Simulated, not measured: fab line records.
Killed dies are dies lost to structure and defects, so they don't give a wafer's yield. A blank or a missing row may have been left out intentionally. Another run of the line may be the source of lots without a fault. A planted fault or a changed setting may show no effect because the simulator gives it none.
Lot-split experiment | flow berkeley-cmos170 | 5 lots, 23 wafers read, on a route of 331 steps

## THE SPLIT
At UCB170_NWELL_IMPLANT_14, the setting dose-cm2 was moved away from the recipe's 1e+13 on 7 of the 23 wafers read, by -6.4% to -4.8%. This setting was run at the recipe's value on the other wafers.

## FROM THE SPLIT TO THE READING: what the file shows between them, 1 step
- UCB170_NWELL_STRIP_15: strips in O2

## THE READING
NWELL_TW, at UCB170_NWELL_TW_MEAS_16. Fault-free wafers of this fab line usually give 1253, standard deviation 6.8.

wafer  | tool, chamber at the split | dose-cm2 as run | against the recipe | NWELL_TW | against lot-mates on the recipe
L076.1 | implanter-02, 0            | 1e+13           | recipe             | 1257     | -
L076.2 | implanter-02, 0            | 1e+13           | recipe             | 1255     | -
L076.3 | implanter-02, 0            | 9.492e+12       | -5.1%              | 1227     | -30
L076.4 | implanter-02, 0            | 9.492e+12       | -5.1%              | 1235     | -22
L076.5 | implanter-02, 0            | 1e+13           | recipe             | 1260     | -
L079.1 | implanter-01, 0            | 9.357e+12       | -6.4%              | 1229     | -28
L079.2 | implanter-01, 0            | 9.357e+12       | -6.4%              | 1232     | -25
L079.4 | implanter-01, 0            | 1e+13           | recipe             | 1261     | -
L079.5 | implanter-01, 0            | 9.357e+12       | -6.4%              | 1234     | -23
L079.6 | implanter-01, 0            | 1e+13           | recipe             | 1253     | -
L078.2 | implanter-03, 0            | 1e+13           | recipe             | 1263     | -
L078.3 | implanter-03, 0            | 1e+13           | recipe             | 1257     | -
L078.4 | implanter-03, 0            | 9.517e+12       | -4.8%              | 1238     | -23
L078.5 | implanter-03, 0            | 9.517e+12       | -4.8%              | 1241     | -20
L078.6 | implanter-03, 0            | 1e+13           | recipe             | 1262     | -
L080.1 | implanter-02, 0            | 1e+13           | recipe             | 1245     | -
L080.2 | implanter-02, 0            | 1e+13           | recipe             | 1242     | -
L080.3 | implanter-02, 0            | 1e+13           | recipe             | 1245     | -
L080.5 | implanter-02, 0            | 1e+13           | recipe             | 1248     | -
L080.6 | implanter-02, 0            | 1e+13           | recipe             | 1249     | -
L082.2 | implanter-01, 0            | 1e+13           | recipe             | 1256     | -
L082.4 | implanter-01, 0            | 1e+13           | recipe             | 1255     | -
L082.6 | implanter-01, 0            | 1e+13           | recipe             | 1256     | -

FIT RESULTS
A straight line over all 23 wafers: NWELL_TW changes by +3.61 for each +1% of dose-cm2; r = +0.86; the points scatter about the line by 5.9.
The same after taking each lot's own level away (the mean of its wafers on the recipe; 23 wafers): +4.3 for each +1%; r = +0.97; scatter 3.1.
The reading moves by 28 for the largest change in dose-cm2, on that fit.
The lots' own levels span 1245.8 to 1260.7, that is 2.2 times the standard deviation above.
So the slope is not independent of the lot-to-lot level: the two fits are not the same.
Check: -27.7 against its lot-mates is what the line predicts for one of the wafers moved furthest among these (-6.4%) when that wafer is left out of the fit. Against them it came out at -28.

## THE OTHER SPLITS THESE WAFERS WENT THROUGH
These wafers also went through other splits before the reading. Each is held against what the fit with the lots' levels taken away leaves over:
other split on the same wafers      | wafers away from the commonest value | r with NWELL_TW (lot level and that fit taken away)
UCB170_START_OXIDATION_02 ox-time-s | 10                                   | -0.17

## THE FILE'S OWN FIT
NWELL_TW changes by +4.45 for each +1% of dose-cm2, r = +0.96.
